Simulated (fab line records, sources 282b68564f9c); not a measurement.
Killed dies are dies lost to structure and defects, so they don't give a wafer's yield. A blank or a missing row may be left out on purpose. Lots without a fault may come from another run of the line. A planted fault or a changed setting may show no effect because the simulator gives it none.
fab line records | flow rit_cmos
record lots=14 wafers=42 last_day=7
route steps=202 shown PWELL@48 GATE@93 NSD@139 SDANNEAL@156 M1@202
lots that met no fault: from a run of the same line without faults
start_h: hours from the record's first day to the start of the lot's first wafer shown | wait_h: hours since the lot's step before | " the same as in the row above | L1.1+2: a row that stands for several wafers | - no value, or no start given | * or withheld: withheld | < > ~ a bound
route shown NAME@n: a module of which the file shows steps, and the number in the route of the first | usual: mean/standard deviation of fault-free wafers | same: alike in all rows | chamber/n: place in a boat | sites: the reading at each site | _std_site: their standard deviation | _edge_site: outer sites' mean less inner sites' | radius_mm: how far each site lies from the wafer's centre | mask NAME#n: copy n | behind: the tool/chamber that last shaped the wafer | hold: why the lot was held/for how many hours/how that ended | device: the transistor (n, p or np) that didn't switch | end of line: the same wafers' tests at the end of the route | a step without rows: its recipe alone | killed: dies lost to structure and defects at the first sort, not the wafer's yield | map: a wafer's dies, x killed, . not, _ none there
set.NAME: the setting as run; set.NAME@STEP: as run at that earlier step | model.NAME: the simulator's own value behind a step, which no gauge read
steps of the route over a sample of lots; a table a step, a row a wafer
services: from which hour (start_h, from the record's first day; less than 0 if before it) a tool's chamber was out of use, for how many hours, and why
## steps
# step RIT_PWELL_STRIP_09
# recipe chemistry=O2 time_s=180 resist=NOVOLAK platen_temp_c=withheld power_w=500 pressure_mtorr=4000 o2_flow_sccm=4000
# usual drypump_motor_current_A=5.5/0.48
# columns lot.wafer tool chamber start_h wait_h drypump_motor_current_A rf_hours_counter_h
L709.1 plasma_asher-01 1 24.86 0.1 6.0 37
L709.4 " 0 " " 4.6 -
L709.6 " 0 " " 4.7 -
L711.1 plasma_asher-01 0 36.52 0.1 4.6 38
L711.3 " 0 " " 4.6 -
L711.4 " 1 " " 6.0 -
L712.1 plasma_asher-03 0 40.96 0.1 5.7 39
L712.4 " 0 " " 5.7 -
L712.6 " 1 " " 5.5 -
L713.3 plasma_asher-04 1 44.25 0.1 6.0 -
L713.4 " 0 " " 5.5 -
L713.6 " 1 " " 6.0 -
L715.1 plasma_asher-04 1 54.83 0.1 6.0 26
L715.2 " 0 " " 5.5 26
L715.6 " 1 " " 6.0 -
L717.2 plasma_asher-03 1 65.55 0.1 5.5 42
L717.3 " 0 " " 5.6 -
L717.4 " 1 " " 5.5 -
L718.1 plasma_asher-03 0 69.92 0.1 5.7 42
L718.2 " 1 " " 5.5 42
L718.3 " 1 " " 5.5 -
L719.1 plasma_asher-03 1 79.31 0.1 5.5 43
L719.2 " 0 " " 5.6 43
L719.4 " 1 " " 5.5 -
L720.1 plasma_asher-04 0 79.60 0.1 5.5 29
L720.4 " 1 " " 6.0 -
L720.5 " 1 " " 6.0 -
L725.1 plasma_asher-01 0 106.10 0.1 4.7 45
L725.3 " 1 " " 6.0 -
L725.4 " 0 " " 4.7 -
L726.2 plasma_asher-04 0 109.58 0.1 5.5 32
L726.3 " 1 " " 6.1 -
L726.6 " 0 " " 5.5 -
L729.1 plasma_asher-04 0 124.71 0.1 5.5 34
L729.2 " 1 " " 6.1 34
L729.4 " 0 " " 5.5 -
L730.1 plasma_asher-01 0 128.97 0.1 4.7 50
L730.5 " 0 " " 4.6 -
L730.6 " 1 " " 6.0 -
L732.1 plasma_asher-01 0 139.60 0.1 4.7 51
L732.2 " 1 " " 6.0 51
L732.6 " 1 " " 6.0 -
# step RIT_GATE_OVL_MEAS_17
# usual GATE_OVL=-0.4/1.5
# columns lot.wafer tool chamber start_h wait_h GATE_OVL[nm]
L709.1 overlay-01 - 40.04 0.1 -1.3
L709.4 " - " " -1.4
L709.6 " - " " -0.8
L711.1 overlay-01 - 53.72 0.1 0.4
L711.3 " - " " -0.1
L711.4 " - " " -1.3
L712.1 overlay-01 - 56.47 0.1 0.5
L712.4 " - " " -0.3
L712.6 " - " " -0.2
L713.3 overlay-01 - 58.34 0.1 1.4
L713.4 " - " " 0.3
L713.6 " - " " -0.6
L715.1 overlay-01 - 68.84 0.1 0.2
L715.2 " - " " 0.1
L715.6 " - " " 1.0
L717.2 overlay-02 - 80.45 0.1 -0.6
L717.3 " - " " -1.3
L717.4 " - " " 1.0
L718.1 overlay-01 - 91.14 0.1 0.8
L718.2 " - " " 1.3
L718.3 " - " " 2.9
L719.1 overlay-02 - 93.69 0.1 -0.2
L719.2 " - " " -0.6
L719.4 " - " " 1.7
L720.1 overlay-02 - 95.20 0.1 -2.5
L720.4 " - " " -5.1
L720.5 " - " " -3.9
L725.1 overlay-02 - 121.31 0.1 0.9
L725.3 " - " " -1.3
L725.4 " - " " 0.0
L726.2 overlay-01 - 125.42 0.1 2.1
L726.3 " - " " 0.0
L726.6 " - " " 0.9
L729.1 overlay-02 - 141.73 0.1 -0.5
L729.2 " - " " 0.1
L729.4 " - " " -0.5
L730.1 overlay-01 - 143.35 0.1 -0.3
L730.5 " - " " -2.1
L730.6 " - " " 0.2
L732.1 overlay-02 - 153.36 0.1 -2.3
L732.2 " - " " -0.9
L732.6 " - " " -2.7
# step RIT_NSD_IMPLANT_08
# recipe species=P energy_kev=25 dose_cm2=1e+15 tilt_deg=7
# usual dose_ions_cm2=1e+15/9e+11 end_station_pressure_torr=7.5e-06/3.5e-07 faraday_current_uA=3119/59
# columns lot.wafer tool chamber start_h wait_h dose_ions_cm2 end_station_pressure_torr faraday_current_uA
L709.1 implanter-03 0 50.68 0.1 9.999e+14 7.5e-06 3186
L709.4 " 0 " " 1e+15 7.3e-06 3105
L709.6 " 0 " " 9.978e+14 7.8e-06 3074
L711.1 implanter-03 0 64.17 0.1 1.0004e+15 7.8e-06 3059
L711.3 " 0 " " 9.987e+14 6.9e-06 3143
L711.4 " 0 " " 9.991e+14 7.6e-06 3165
L712.1 implanter-03 0 67.08 0.1 9.996e+14 7.9e-06 3058
L712.4 " 0 " " 9.988e+14 7.3e-06 3092
L712.6 " 0 " " 9.998e+14 8.2e-06 3118
L713.3 implanter-03 0 72.08 0.1 1.0021e+15 7.4e-06 3205
L713.4 " 0 " " 9.989e+14 7.2e-06 3262
L713.6 " 0 " " 9.996e+14 7.7e-06 3103
L715.1 implanter-03 0 80.74 0.1 1.0006e+15 7.2e-06 3098
L715.2 " 0 " " 9.992e+14 7.9e-06 3172
L715.6 " 0 " " 1.0013e+15 7.6e-06 3108
L717.2 implanter-04 0 93.79 0.1 9.989e+14 7.3e-06 3084
L717.3 " 0 " " 1.0001e+15 7.6e-06 3217
L717.4 " 0 " " 1.0014e+15 7.4e-06 2950
L718.1 implanter-03 0 102.45 0.1 9.997e+14 7.8e-06 3144
L718.2 " 0 " " 1e+15 7.4e-06 3266
L718.3 " 0 " " 1.0005e+15 7.5e-06 3058
L719.1 implanter-03 0 104.04 0.1 1.0012e+15 7.3e-06 3106
L719.2 " 0 " " 1e+15 7.5e-06 3115
L719.4 " 0 " " 9.983e+14 7.3e-06 3071
L720.1 implanter-03 0 107.58 0.1 9.995e+14 7.9e-06 3113
L720.4 " 0 " " 1.0001e+15 7.5e-06 3223
L720.5 " 0 " " 1.0008e+15 7.4e-06 3054
L725.1 implanter-03 0 131.85 0.1 1.7326e+15 8.5e-06 5350
L725.3 " 0 " " 1.7321e+15 9.4e-06 5308
L725.4 " 0 " " 1.7331e+15 9e-06 5383
L726.2 implanter-03 0 136.38 0.1 1.7322e+15 9.3e-06 5356
L726.3 " 0 " " 1.7337e+15 9.6e-06 5499
L726.6 " 0 " " 1.7322e+15 9.1e-06 5550
L729.1 implanter-02 0 152.06 0.1 1e+15 7.1e-06 3257
L729.2 " 0 " " 9.993e+14 7.6e-06 3107
L729.4 " 0 " " 9.982e+14 7e-06 3117
L730.1 implanter-04 0 154.28 0.1 1.0005e+15 7.3e-06 3076
L730.5 " 0 " " 1e+15 7.3e-06 3108
L730.6 " 0 " " 1.0006e+15 7e-06 3160
L732.1 implanter-02 0 165.33 0.1 1.0009e+15 7.7e-06 3057
L732.2 " 0 " " 1.0001e+15 7.6e-06 3124
L732.6 " 0 " " 1.0002e+15 7.4e-06 3061
# step RIT_NSD_TW_MEAS_10
# usual NSD_TW=3058/36
# columns lot.wafer tool chamber start_h wait_h NSD_TW
L709.1 film_metro-03 - 51.01 0.1 3051
L709.4 " - " " 3032
L709.6 " - " " 3038
L711.1 film_metro-02 - 64.49 0.1 3043
L711.3 " - " " 3045
L711.4 " - " " 3037
L712.1 film_metro-03 - 67.40 0.1 3034
L712.4 " - " " 3029
L712.6 " - " " 3029
L713.3 film_metro-03 - 72.37 0.1 3030
L713.4 " - " " 3034
L713.6 " - " " 3029
L715.1 film_metro-03 - 81.07 0.1 3032
L715.2 " - " " 3020
L715.6 " - " " 3049
L717.2 film_metro-03 - 94.10 0.1 3004
L717.3 " - " " 3023
L717.4 " - " " 3029
L718.1 film_metro-04 - 102.77 0.1 3119
L718.2 " - " " 3121
L718.3 " - " " 3114
L719.1 film_metro-03 - 104.36 0.1 3023
L719.2 " - " " 3055
L719.4 " - " " 3032
L720.1 film_metro-04 - 107.90 0.1 3114
L720.4 " - " " 3112
L720.5 " - " " 3109
L725.1 film_metro-04 - 132.18 0.1 3436
L725.3 " - " " 3438
L725.4 " - " " 3424
L726.2 film_metro-02 - 136.69 0.1 3396
L726.3 " - " " 3386
L726.6 " - " " 3411
L729.1 film_metro-03 - 152.39 0.1 3028
L729.2 " - " " 3043
L729.4 " - " " 3034
L730.1 film_metro-03 - 154.60 0.1 3039
L730.5 " - " " 3027
L730.6 " - " " 3047
L732.1 film_metro-03 - 165.65 0.1 3027
L732.2 " - " " 3041
L732.6 " - " " 3020
# step RIT_SDANNEAL_RTA_03
# recipe temp_c=1050 time_s=5 idle_temp_c=600 ramp_up_c_per_s=342 ramp_down_c_per_s=171 cool_to_c=600 ambient=N2
# usual wafer_temp_C_max=1053.5/1.2
# columns lot.wafer tool chamber start_h wait_h wafer_temp_C_max
L709.1 rtp_anneal-02 0 53.01 0.0 1054.6
L709.4 " 0 " " 1051.6
L709.6 " 0 " " 1053.0
L711.1 rtp_anneal-02 0 66.47 0.0 1051.8
L711.3 " 0 " " 1054.4
L711.4 " 0 " " 1054.5
L712.1 rtp_anneal-01 0 69.42 0.0 1053.1
L712.4 " 0 " " 1054.5
L712.6 " 0 " " 1055.8
L713.3 rtp_anneal-02 0 74.24 0.0 1052.8
L713.4 " 0 " " 1054.5
L713.6 " 0 " " 1052.1
L715.1 rtp_anneal-02 0 83.06 0.0 1052.9
L715.2 " 0 " " 1055.4
L715.6 " 0 " " 1052.3
L717.2 rtp_anneal-02 0 96.23 0.0 1054.6
L717.3 " 0 " " 1056.2
L717.4 " 0 " " 1053.7
L718.1 rtp_anneal-01 0 104.78 0.0 1054.1
L718.2 " 0 " " 1053.8
L718.3 " 0 " " 1055.1
L719.1 rtp_anneal-02 0 106.32 0.0 1052.4
L719.2 " 0 " " 1053.5
L719.4 " 0 " " 1053.8
L720.1 rtp_anneal-01 0 110.03 0.0 1052.6
L720.4 " 0 " " 1053.2
L720.5 " 0 " " 1053.7
L725.1 rtp_anneal-02 0 134.30 0.0 1052.9
L725.3 " 0 " " 1053.6
L725.4 " 0 " " 1053.9
L726.2 rtp_anneal-01 0 138.64 0.0 1053.1
L726.3 " 0 " " 1052.6
L726.6 " 0 " " 1052.0
L729.1 rtp_anneal-02 0 154.67 0.0 1054.4
L729.2 " 0 " " 1053.0
L729.4 " 0 " " 1054.3
L730.1 rtp_anneal-01 0 156.75 0.0 1052.9
L730.5 " 0 " " 1054.7
L730.6 " 0 " " 1051.4
L732.1 rtp_anneal-01 0 167.96 0.0 1055.8
L732.2 " 0 " " 1052.6
L732.6 " 0 " " 1052.4
# step RIT_SDANNEAL_RS_MEAS_05
# recipe thk_meas_gauge=four-point-probe
# usual NSD_RS=84.6/0.32
# columns lot.wafer tool chamber start_h wait_h NSD_RS[ohm/sq]
L709.1 film_metro-04 - 53.21 0.1 84.4
L709.4 " - " " 84.2
L709.6 " - " " 84.6
L711.1 film_metro-02 - 66.65 0.1 85.2
L711.3 " - " " 85.0
L711.4 " - " " 84.8
L712.1 film_metro-04 - 69.60 0.1 84.4
L712.4 " - " " 84.6
L712.6 " - " " 84.5
L713.3 film_metro-02 - 74.44 0.1 84.8
L713.4 " - " " 84.5
L713.6 " - " " 84.7
L715.1 film_metro-03 - 83.23 0.1 84.4
L715.2 " - " " 84.5
L715.6 " - " " 84.2
L717.2 film_metro-03 - 96.42 0.1 84.9
L717.3 " - " " 85.0
L717.4 " - " " 84.5
L718.1 film_metro-04 - 105.02 0.1 84.8
L718.2 " - " " 84.8
L718.3 " - " " 84.6
L719.1 film_metro-03 - 106.49 0.1 84.6
L719.2 " - " " 84.4
L719.4 " - " " 84.6
L720.1 film_metro-02 - 110.21 0.1 84.9
L720.4 " - " " 84.7
L720.5 " - " " 84.7
L725.1 film_metro-02 - 134.48 0.1 57.1
L725.3 " - " " 56.9
L725.4 " - " " 56.8
L726.2 film_metro-04 - 138.82 0.1 56.6
L726.3 " - " " 56.7
L726.6 " - " " 56.5
L729.1 film_metro-04 - 154.85 0.1 84.8
L729.2 " - " " 84.5
L729.4 " - " " 84.2
L730.1 film_metro-04 - 156.93 0.1 84.6
L730.5 " - " " 84.7
L730.6 " - " " 84.7
L732.1 film_metro-02 - 168.14 0.1 85.0
L732.2 " - " " 84.9
L732.6 " - " " 85.0
# step RIT_M1_PROBE_99
# usual killed_at_contacts=0.1/0.34 killed_at_front_end=7.0/2.9 killed_dies=7.2/2.9 killed_open=3.6/1.9 killed_short=3.5/2.1
# same gross_dies=264 killed_at_M0_to_M3=0 killed_at_M4_up=0 killed_at_back_side=0 killed_at_other=0
# columns lot.wafer tool chamber start_h wait_h killed_at_contacts killed_at_front_end killed_dies killed_open killed_short
L709.1 prober-02 - 60.77 0.1 0 4 4 2 2
L709.4 prober-02 - 60.92 0.2 0 13 13 7 6
L709.6 prober-02 - 61.02 0.2 0 10 10 3 7
L711.1 prober-02 - 73.78 0.1 0 9 9 6 3
L711.3 prober-02 - 73.88 0.2 0 7 7 5 2
L711.4 prober-02 - 73.93 0.2 0 5 5 3 2
L712.1 prober-01 - 77.00 0.1 0 9 9 4 5
L712.4 prober-01 - 77.15 0.2 0 9 9 5 3
L712.6 prober-01 - 77.25 0.2 0 13 13 5 8
L713.3 prober-01 - 81.98 0.2 0 6 6 4 2
L713.4 prober-01 - 82.03 0.2 0 6 6 2 4
L713.6 prober-01 - 82.13 0.2 0 11 11 4 7
L715.1 prober-01 - 90.53 0.1 0 6 6 1 5
L715.2 prober-01 - 90.58 0.1 0 11 11 6 5
L715.6 prober-01 - 90.78 0.2 0 6 6 1 5
L717.2 prober-01 - 103.70 0.1 0 7 7 4 3
L717.3 prober-01 - 103.75 0.2 0 10 10 7 3
L717.4 prober-01 - 103.80 0.2 0 6 6 3 3
L718.1 prober-02 - 112.49 0.1 0 8 8 5 3
L718.2 prober-02 - 112.54 0.1 0 4 4 3 1
L718.3 prober-02 - 112.59 0.2 0 5 5 1 4
L719.1 prober-02 - 113.99 0.1 0 11 11 4 7
L719.2 prober-02 - 114.04 0.1 1 8 9 4 5
L719.4 prober-02 - 114.14 0.2 0 9 9 5 3
L720.1 prober-02 - 117.51 0.1 1 9 10 4 6
L720.4 prober-02 - 117.66 0.2 0 4 4 2 2
L720.5 prober-02 - 117.71 0.2 0 6 6 5 1
L725.1 prober-01 - 141.63 0.1 0 13 13 7 6
L725.3 prober-01 - 141.73 0.2 0 12 12 7 5
L725.4 prober-01 - 141.78 0.2 0 4 4 0 4
L726.2 prober-02 - 146.60 0.1 0 7 7 1 6
L726.3 prober-02 - 146.65 0.2 0 4 4 1 3
L726.6 prober-02 - 146.80 0.2 0 8 8 3 5
L729.1 prober-01 - 162.16 0.1 0 8 8 6 2
L729.2 prober-01 - 162.21 0.1 1 4 5 3 2
L729.4 prober-01 - 162.31 0.2 0 4 4 2 2
L730.1 prober-02 - 164.37 0.1 0 1 1 0 1
L730.5 prober-02 - 164.57 0.2 0 6 6 2 4
L730.6 prober-02 - 164.62 0.2 1 3 4 2 2
L732.1 prober-02 - 175.68 0.1 1 14 15 7 8
L732.2 prober-02 - 175.73 0.1 0 12 12 5 7
L732.6 prober-02 - 175.93 0.2 0 10 10 3 7
# killed by level:class
L709.1 ACTIVE:geometric_particle:short=1 REOX:geometric_particle:short=1 REOX:geometric_particle:open=1 SPACER:geometric_particle:open=1
L709.4 GATE:geometric_particle:short=4 GATE:geometric_particle:open=3 FOX2:geometric_particle:open=2 FOX1:geometric_particle:open=1 FOX1:geometric_particle:short=1 REOX:geometric_particle:open=1 SILICIDE:geometric_particle:short=1
L709.6 GATE:geometric_particle:short=4 REOX:geometric_particle:open=3 FOX1:geometric_particle:short=1 FOX2:geometric_particle:short=1 REOX:geometric_particle:short=1
L711.1 GATE:geometric_particle:open=3 SILICIDE:geometric_particle:open=2 FOX1:geometric_particle:short=1 FOX2:geometric_particle:open=1 GATE:geometric_particle:short=1 SPACER:geometric_particle:short=1
L711.3 GATE:geometric_particle:open=4 GATE:geometric_particle:short=1 SPACER:geometric_particle:open=1 SILICIDE:geometric_particle:short=1
L711.4 FOX1:geometric_particle:open=2 GATE:geometric_particle:short=2 REOX:geometric_particle:open=1
L712.1 SPACER:geometric_particle:open=2 SILICIDE:geometric_particle:short=2 FOX1:geometric_particle:short=1 FOX2:geometric_particle:open=1 GATE:geometric_particle:short=1 SPACER:geometric_particle:short=1 SILICIDE:geometric_particle:open=1
L712.4 GATE:geometric_particle:open=2 FOX1:geometric_particle:short=1 FOX2:geometric_particle:open=1 FOX2:geometric_particle:short=1 GATE:geometric_particle:short=1 SPACER:geometric_particle:open=1 SILICIDE:geometric_particle:open=1 PLDD:coat_microbubble_printed=1
L712.6 SPACER:geometric_particle:short=4 SILICIDE:geometric_particle:short=4 SILICIDE:geometric_particle:open=2 FOX1:geometric_particle:open=1 REOX:geometric_particle:open=1 SPACER:geometric_particle:open=1
L713.3 GATE:geometric_particle:open=2 FOX1:geometric_particle:open=1 GATE:geometric_particle:short=1 REOX:geometric_particle:open=1 REOX:geometric_particle:short=1
L713.4 REOX:geometric_particle:short=2 REOX:geometric_particle:open=2 FOX1:geometric_particle:short=1 GATE:geometric_particle:short=1
L713.6 SILICIDE:geometric_particle:short=3 GATE:geometric_particle:short=2 REOX:geometric_particle:open=2 SILICIDE:geometric_particle:open=2 FOX1:geometric_particle:short=1 REOX:geometric_particle:short=1
L715.1 GATE:geometric_particle:short=2 FOX1:geometric_particle:short=1 GATE:geometric_particle:open=1 SPACER:geometric_particle:short=1 SILICIDE:geometric_particle:short=1
L715.2 GATE:geometric_particle:open=3 SPACER:geometric_particle:short=3 GATE:geometric_particle:short=2 REOX:geometric_particle:open=1 SPACER:geometric_particle:open=1 SILICIDE:geometric_particle:open=1
L715.6 SPACER:geometric_particle:short=2 SILICIDE:geometric_particle:short=2 GATE:geometric_particle:open=1 GATE:geometric_particle:short=1
L717.2 GATE:geometric_particle:open=4 FOX1:geometric_particle:short=2 SILICIDE:geometric_particle:short=1
L717.3 FOX1:geometric_particle:open=2 FOX1:geometric_particle:short=2 GATE:geometric_particle:open=2 SILICIDE:geometric_particle:open=2 REOX:geometric_particle:open=1 SILICIDE:geometric_particle:short=1
L717.4 SPACER:geometric_particle:open=3 SILICIDE:geometric_particle:short=2 SPACER:geometric_particle:short=1
L718.1 GATE:geometric_particle:open=3 GATE:geometric_particle:short=2 FOX1:geometric_particle:open=1 FOX1:geometric_particle:short=1 SPACER:geometric_particle:open=1
L718.2 GATE:geometric_particle:open=1 GATE:geometric_particle:short=1 REOX:geometric_particle:open=1 SPACER:geometric_particle:open=1
L718.3 FOX1:geometric_particle:short=1 GATE:geometric_particle:short=1 REOX:geometric_particle:open=1 REOX:geometric_particle:short=1 SILICIDE:geometric_particle:short=1
L719.1 GATE:geometric_particle:short=3 FOX1:geometric_particle:short=2 GATE:geometric_particle:open=2 FOX1:geometric_particle:open=1 FOX2:geometric_particle:short=1 SPACER:geometric_particle:open=1 SPACER:geometric_particle:short=1
L719.2 GATE:geometric_particle:short=3 GATE:geometric_particle:open=2 FOX1:geometric_particle:open=1 SPACER:geometric_particle:open=1 SILICIDE:geometric_particle:short=1 CONTACT:geometric_particle:short=1
L719.4 FOX1:geometric_particle:open=3 FOX2:geometric_particle:open=2 FOX1:geometric_particle:short=1 GATE:geometric_particle:short=1 SILICIDE:geometric_particle:short=1 NWELL:coat_microbubble_printed=1
L720.1 REOX:geometric_particle:open=3 REOX:geometric_particle:short=3 FOX1:geometric_particle:short=1 SPACER:geometric_particle:short=1 SPACER:geometric_particle:open=1 CONTACT:geometric_particle:short=1
L720.4 GATE:geometric_particle:short=1 GATE:geometric_particle:open=1 REOX:geometric_particle:short=1 SILICIDE:geometric_particle:open=1
L720.5 FOX1:geometric_particle:open=2 GATE:geometric_particle:open=2 SPACER:geometric_particle:open=1 SILICIDE:geometric_particle:short=1
L725.1 FOX2:geometric_particle:open=5 FOX2:geometric_particle:short=2 SILICIDE:geometric_particle:short=2 REOX:geometric_particle:open=1 REOX:geometric_particle:short=1 SPACER:geometric_particle:short=1 SILICIDE:geometric_particle:open=1
L725.3 GATE:geometric_particle:open=3 FOX2:geometric_particle:open=2 FOX2:geometric_particle:short=2 GATE:geometric_particle:short=2 SPACER:geometric_particle:open=2 SILICIDE:geometric_particle:short=1
L725.4 SILICIDE:geometric_particle:short=2 FOX1:geometric_particle:short=1 SPACER:geometric_particle:short=1
L726.2 SPACER:geometric_particle:short=3 REOX:geometric_particle:short=2 SPACER:geometric_particle:open=1 SILICIDE:geometric_particle:short=1
L726.3 FOX2:geometric_particle:short=1 REOX:geometric_particle:short=1 SPACER:geometric_particle:short=1 SILICIDE:geometric_particle:open=1
L726.6 GATE:geometric_particle:short=5 GATE:geometric_particle:open=2 SPACER:geometric_particle:open=1
L729.1 FOX2:geometric_particle:open=2 ACTIVE:geometric_particle:open=1 FOX1:geometric_particle:short=1 GATE:geometric_particle:open=1 REOX:geometric_particle:open=1 SILICIDE:geometric_particle:open=1 SILICIDE:geometric_particle:short=1
L729.2 FOX1:geometric_particle:open=1 FOX2:geometric_particle:open=1 GATE:geometric_particle:open=1 REOX:geometric_particle:short=1 CONTACT:geometric_particle:short=1
L729.4 GATE:geometric_particle:short=1 GATE:geometric_particle:open=1 REOX:geometric_particle:short=1 REOX:geometric_particle:open=1
L730.1 GATE:geometric_particle:short=1
L730.5 GATE:geometric_particle:short=2 SILICIDE:geometric_particle:short=1 GATE:geometric_particle:open=1 REOX:geometric_particle:short=1 SPACER:geometric_particle:open=1
L730.6 FOX1:geometric_particle:open=1 REOX:geometric_particle:short=1 SILICIDE:geometric_particle:open=1 CONTACT:geometric_particle:short=1
L732.1 FOX2:geometric_particle:short=4 GATE:geometric_particle:short=2 GATE:geometric_particle:open=2 SPACER:geometric_particle:open=2 FOX1:geometric_particle:short=1 FOX1:geometric_particle:open=1 REOX:geometric_particle:short=1 SILICIDE:geometric_particle:open=1
L732.2 SPACER:geometric_particle:short=3 FOX1:geometric_particle:open=2 REOX:geometric_particle:short=2 SPACER:geometric_particle:open=2 FOX2:geometric_particle:open=1 FOX2:geometric_particle:short=1 GATE:geometric_particle:short=1
L732.6 FOX2:geometric_particle:short=2 FOX1:geometric_particle:open=1 FOX1:geometric_particle:short=1 GATE:geometric_particle:short=1 REOX:geometric_particle:short=1 SPACER:geometric_particle:short=1 SPACER:geometric_particle:open=1 SILICIDE:geometric_particle:short=1
## services
# columns tool chamber start_h hours kind
implanter-02 - 8.42 0.9 repair
plasma_asher-03 - 9.49 0.8 repair
implanter-02 - 15.86 2.6 repair
implanter-03 - 16.32 6.1 repair
implanter-02 - 59.75 6.0 repair
implanter-02 - 76.95 4.1 repair
rtp_anneal-02 - 88.40 3.3 pm
plasma_asher-03 - 107.97 28.1 pm
implanter-04 - 109.03 1.0 repair
implanter-03 - 128.68 3.1 repair
plasma_asher-03 - 136.07 14.6 pm
plasma_asher-04 - 138.04 2.8 pm
implanter-04 - 158.03 3.7 repair
plasma_asher-03 - 162.26 1.3 repair
## key
first_sign step=RIT_NSD_IMPLANT_08 reading=dose_ions_cm2 direction=up sigmas=99+ usual=1e+15 struck=1.7327e+15
effect step=RIT_NSD_IMPLANT_08 reading=faraday_current_uA direction=up sigmas=39 usual=3119 struck=5408
effect step=RIT_NSD_TW_MEAS_10 reading=NSD_TW direction=up sigmas=9.9 usual=3058 struck=3415
effect step=RIT_SDANNEAL_RS_MEAS_05 reading=NSD_RS direction=down sigmas=87 usual=84.6 struck=56.8
met_at RIT_NSD_IMPLANT_08
struck_lots L725,L726
tester_left_out L725,L726
not_acting_at RIT_PWELL_STRIP_09,RIT_GATE_OVL_MEAS_17,RIT_SDANNEAL_RTA_03
onset_between 107.58 131.85
fault kind=process_parameter_drift tool=implanter-03 chamber=- onset_h=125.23 steps=RIT_NSD_IMPLANT_08 channel=dose_cm2 offset=7.3249e+14 shape=step end_h=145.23 acts_in=these_recipes_only stated=1e+15
# tester_left_out: of these lots the tester's yield and bins aren't shown, on N5 and GAA mostly nor the transistor test; their killed dies are dies lost to structure and defects alone, not to doping, threshold or leakage, so they don't give the yield
